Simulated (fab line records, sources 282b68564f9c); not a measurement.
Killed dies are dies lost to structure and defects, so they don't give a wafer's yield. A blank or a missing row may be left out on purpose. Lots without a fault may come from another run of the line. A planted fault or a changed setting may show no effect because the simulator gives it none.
One fault seen from 2 desks | flow rit_cmos | each desk has only its own numbers; what lay behind them comes last

THE TOOL OWNER'S DESK: litho_track-03
The tool's own readings at RIT_M1_SOFTBAKE_05 (time 60 s): means of the sampled wafers that have a number, for each lot that ran on this tool. A lot is out of limits, marked OUT, if its mean lies more than 4 standard deviations from the usual mean; the brackets give that distance.
Columns: A = heater_power_total_W at RIT_M1_SOFTBAKE_05, usual 34.57 W; B = plate_temp_C at RIT_M1_SOFTBAKE_05, usual 90.00 C
lot  | first seen here | A               | B
L643 | day 3 18:17     | 34.58           | 89.88
L644 | day 3 21:58     | 34.57           | 90.01
L645 | day 4 05:49     | 35.48 (+17) OUT | 91.52 (+12) OUT
L646 | day 4 12:14     | 35.51 (+18) OUT | 91.53 (+12) OUT
L662 | day 7 20:58     | 34.54           | 90.00
This desk's finding: out of limits on L645, L646; first on L645, day 4 05:49 (heater_power_total_W at RIT_M1_SOFTBAKE_05). In limits: L643, L644, L662.

THE METROLOGY DESK
What the gauges read, lot by lot, whatever tool the lot ran on: means of the sampled wafers that have a number. A lot is out of limits, marked OUT, if its mean lies more than 4 standard deviations from the usual mean; the brackets give that distance.
Columns: A = cd_nm at RIT_GATE_CD_MEAS_16, usual 149 nm
lot  | first seen here | A
L641 | day 2 14:11     | 148
L642 | day 2 22:59     | 152
L643 | day 3 00:51     | 147
L644 | day 3 04:52     | 150
L645 | day 3 11:24     | 150
L646 | day 3 19:10     | 150
L647 | day 3 23:11     | 150
L653 | day 5 07:58     | 147
L658 | day 6 07:34     | 147
L659 | day 6 11:01     | 147
L660 | day 6 12:29     | 151
L662 | day 7 03:18     | 150
L663 | day 7 08:01     | 148
L664 | day 7 12:08     | 150
This desk's finding: nothing out of limits on any of the 14 lots.

PUT TOGETHER
The tool owner's desk could have raised an alarm at day 4 05:49, on L645, L646.
The metrology desk saw nothing out of limits.
The metrology desk has L645, L646 on record, within its limits.
Of the lots named, all ran RIT_M1_SOFTBAKE_05 on litho_track-03.

WHAT THE SIMULATOR HAD PUT IN
Process parameter drift: litho_track-03, from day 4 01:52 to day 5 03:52, at RIT_M1_SOFTBAKE_05. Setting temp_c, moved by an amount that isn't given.
Lots struck among those shown: L645, L646.
Hours from the fault's start to each desk's first reading out of limits: the tool owner's desk, 4.
